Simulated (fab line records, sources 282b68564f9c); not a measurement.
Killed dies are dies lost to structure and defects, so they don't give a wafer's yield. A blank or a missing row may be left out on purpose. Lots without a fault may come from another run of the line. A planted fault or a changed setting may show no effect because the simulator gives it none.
Which tool did it? | flow rit_cmos | 15 lots, 45 wafers sampled, at 3 steps of a route of 202

WHAT THE GAUGES READ, wafer by wafer
RIT_PWELL_TW_MEAS_10.
lot  | measured    | on            | PWELL_TW
L182 | day 1 23:23 | film_metro-03 | 963 964 963
L185 | day 2 13:46 | film_metro-03 | 961 963 955
L186 | day 2 20:24 | film_metro-03 | 960 956 962
L187 | day 3 00:58 | film_metro-03 | 958 962 960
L188 | day 3 06:02 | film_metro-02 | 949 954 950
L189 | day 3 11:05 | film_metro-03 | 962 956 958
L190 | day 3 14:59 | film_metro-03 | 1204 1210 1197
L193 | day 4 08:48 | film_metro-04 | 1207 1215 1208
L196 | day 4 21:57 | film_metro-02 | 954 956 950
L198 | day 5 08:47 | film_metro-03 | 1184 1198 1196
L199 | day 5 13:28 | film_metro-03 | 951 952 956
L200 | day 5 19:32 | film_metro-03 | 955 955 957
L201 | day 5 23:44 | film_metro-04 | 977 975 982
L204 | day 6 15:50 | film_metro-03 | 953 956 955
L205 | day 6 20:46 | film_metro-03 | 965 959 957

RIT_WELLDRIVE_RS_MEAS_02: measures by four-point-probe.
lot  | measured    | on            | PWELL_RS (ohm/sq)
L182 | day 2 05:20 | film_metro-03 | 430.5 429.1 428.9
L185 | day 2 19:35 | film_metro-02 | 429.2 427.0 428.8
L186 | day 3 02:02 | film_metro-03 | 427.9 427.7 427.7
L187 | day 3 06:13 | film_metro-03 | 427.5 428.1 426.3
L188 | day 3 12:04 | film_metro-03 | 426.8 426.4 426.3
L189 | day 3 16:21 | film_metro-03 | 428.5 426.0 426.9
L190 | day 3 21:06 | film_metro-03 | 278.3 278.7 278.8
L193 | day 4 14:04 | film_metro-03 | 279.3 280.2 280.3
L196 | day 5 03:23 | film_metro-03 | 424.4 424.5 426.2
L198 | day 5 14:05 | film_metro-02 | 279.0 278.2 279.0
L199 | day 5 19:10 | film_metro-02 | 427.3 427.0 427.4
L200 | day 6 00:48 | film_metro-02 | 427.2 426.1 426.4
L201 | day 6 05:16 | film_metro-04 | 428.8 428.1 428.0
L204 | day 6 21:59 | film_metro-04 | 428.2 428.7 429.4
L205 | day 7 03:09 | film_metro-02 | 429.0 428.7 429.5

WHICH TOOL RAN EACH LOT (tool, then ch and the chambers of the sampled wafers, then the start)
lot  | RIT_PWELL_IMPLANT_08
L182 | implanter-01 ch 0, day 1 23:04
L185 | implanter-01 ch 0, day 2 13:28
L186 | implanter-01 ch 0, day 2 20:05
L187 | implanter-04 ch 0, day 3 00:38
L188 | implanter-04 ch 0, day 3 05:42
L189 | implanter-01 ch 0, day 3 10:46
L190 | implanter-01 ch 0, day 3 14:21
L193 | implanter-01 ch 0, day 4 08:10
L196 | implanter-03 ch 0, day 4 21:38
L198 | implanter-01 ch 0, day 5 08:09
L199 | implanter-03 ch 0, day 5 13:09
L200 | implanter-03 ch 0, day 5 19:13
L201 | implanter-03 ch 0, day 5 23:25
L204 | implanter-04 ch 0, day 6 15:31
L205 | implanter-03 ch 0, day 6 20:26
- RIT_PWELL_IMPLANT_08

WHAT THE TOOLS THEMSELVES READ (means of the sampled wafers that have a number; where no wafer has one, the mark that the record gives instead)
The record holds no such reading with a usual standard deviation.

THE ANSWER, worked out from the rows above alone
Rule: what is usual is taken from the lots themselves. Put in order of their means at a reading, lots are off if they are a third of the lots or fewer, leave a main group of 4 or more, and stand apart from it by a gap of 3 or more times the standard deviation of the main group's means; of several such gaps the widest counts. A main group whose means are all the same, to the digits that the tables above print for the reading, isn't used. A lot without any number at a reading at which 4 lots or more have one is off too. The other lots that the step has rows for count as sound. The gauges are gone through in route order, then the tools' own readings, and for those a lot's mean is taken as printed above. The first step at which some lot is off is used, and at that step the reading that is off furthest; a lot without a number counts as furthest.
Off: L190, L193, L198, at RIT_PWELL_TW_MEAS_10 (PWELL_TW). The main group: mean 959, standard deviation 6.7.
A tool fits if, at a process step before that reading, it ran every lot that is off, and no sound lot after the first of them. The gauges at RIT_PWELL_TW_MEAS_10 are tried like those tools. One fits: implanter-01 at RIT_PWELL_IMPLANT_08. Its last sound lot is L189 (day 3 10:46), its first lot that is off L190 (day 3 14:21): a fault that began between those two fits.

WHAT THE SIMULATOR HAD PUT IN
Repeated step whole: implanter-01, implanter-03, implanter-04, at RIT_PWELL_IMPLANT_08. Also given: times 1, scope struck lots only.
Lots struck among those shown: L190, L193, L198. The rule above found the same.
